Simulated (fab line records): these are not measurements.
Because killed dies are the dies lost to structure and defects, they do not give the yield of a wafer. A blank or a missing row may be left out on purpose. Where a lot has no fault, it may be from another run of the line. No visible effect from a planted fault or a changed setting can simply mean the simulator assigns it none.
A struck lot beside a sound one | flow ritCmos | 19 out of 202 route steps
Sound: wafers L192.1, L192.2, L192.4. Wafers L190.3, L190.4, L190.5 were the ones struck. The cause is given at the end.
Each step with rows lists, per side, the tool, then ch with its chambers, then its first start. Under that, the readings that differ: sound wafers | struck wafers | difference of the means | sigmas: that difference in standard deviations of wafers without a fault.
alike: words and numbers the same on both sides, and readings whose means are apart by under 2 such deviations; not compared: readings that were withheld, readings missing a value for some wafer, numbers with overlapping values and no deviation given by the record, and bounds like >300 which may hide the same value.
The two part at a step that has a row with sigmas, a row that says differs or no value, or rows on one side only. Numbers that don't overlap but have no deviation are shown without sigmas and don't part them. A reading that every wafer of one side lacks parts them only if that side has two wafers or more.

first, 1 step without rows for these wafers: RIT_GATE_CLEAN_04 (cleans in dHF, time 60 s).
RIT_FOX2_THK_MEAS_91:
  struck on filmMetro-01, day 4 21:35; sound on filmMetro-01, day 5 07:16
  alike: FIELD_OXIDE_LEFT_2_THK
then, 2 steps without rows for these wafers: RIT_GATE_OXIDATION_05 (target thk 3 nm, ox time 270 s); RIT_GATE_ANNEAL_06 (time 600 s).
RIT_GATE_THK_MEAS_07:
  struck on filmMetro-03, day 4 22:58; sound on filmMetro-01, day 5 08:39
  alike: GATE_OXIDE_THK
then, 1 step without rows for these wafers: RIT_GATE_CVD_08 (deposits poly-Si from SiH4, target thk 250 nm, time 2220 s).
RIT_GATE_THK_MEAS_09:
  struck on filmMetro-03, day 5 00:38; sound on filmMetro-01, day 5 10:20
  alike: GATE_POLY_THK
then, 5 steps without rows for these wafers: RIT_GATE_HMDS_10 (prime time 60 s); RIT_GATE_COAT_11 (resist thk 857.1 nm); RIT_GATE_SOFTBAKE_12 (time 60 s); RIT_GATE_EXPOSE_13 (exposes mask M6, target cd 150 nm); RIT_GATE_PEB_14.
RIT_GATE_DEVELOP_15: develop time 50 s.
  sound on lithoTrack-02 ch 0, day 5 11:00; struck on lithoTrack-01 ch 0, day 5 01:00
reading            | sound             | struck            | difference | sigmas
developerTempC (C) | 23.02 22.88 22.88 | 22.23 22.29 22.10 | -0.72      | -6
  alike: chillPlateTempC
RIT_GATE_CD_MEAS_16: target cd 150 nm.
  struck on cdSem-02, day 5 01:42; sound on cdSem-01, day 5 11:14
  alike: cdNm
RIT_GATE_OVL_MEAS_17:
  struck on overlay-01, day 5 01:47; sound on overlay-02, day 5 11:22
  alike: GATE_OVL
then, 1 step without rows for these wafers: RIT_GATE_HARDBAKE_18 (time 60 s).
RIT_GATE_ETCH_19: etches poly-Si in SF6/CHF3/O2, stops on SiO2, time 165 s, target depth 312.5 nm.
  sound on rieSi-02 ch 0,2,3, day 5 11:33; struck on rieSi-02 ch 1,2,3, day 5 02:04
  alike: chamberPressureMTorr, drypumpMotorCurrentA, oesProductAu, throttleValvePct
  not compared: rfHoursCounterH, model.GATE.cdNm
RIT_GATE_STRIP_20: strips in O2, time 180 s.
  sound on plasmaAsher-04 ch 0,1, day 5 11:40; struck on plasmaAsher-03 ch 0,1, day 5 02:14
  alike: chamberPressureMTorr, drypumpMotorCurrentA
  not compared: rfHoursCounterH
RIT_M1_PROBE_99:
  struck on prober-02, day 6 00:10; sound on prober-02, day 6 07:28
reading                       | sound             | struck            | difference | sigmas
model.etest.nmos_0p15.bvV (V) | 5.515 5.507 5.538 | 5.239 5.351 5.205 | -0.255     | 
  alike: killedAtContacts, killedAtFrontEnd, killedDies, killedOpen, killedShort
  not compared: model.etest.ppolyLine.widthNm, model.etest.npolyLine.widthNm

== WHERE THEY PART ==
At RIT_GATE_DEVELOP_15 and nowhere else, as far as this record goes. Later steps at which nothing parts them and some readings are alike: RIT_GATE_CD_MEAS_16, RIT_GATE_OVL_MEAS_17, RIT_GATE_ETCH_19, RIT_GATE_STRIP_20, RIT_M1_PROBE_99.

WHY: what had been put in by the simulator
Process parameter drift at RIT_GATE_DEVELOP_15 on lithoTrack-01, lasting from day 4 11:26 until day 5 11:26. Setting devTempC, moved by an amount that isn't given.
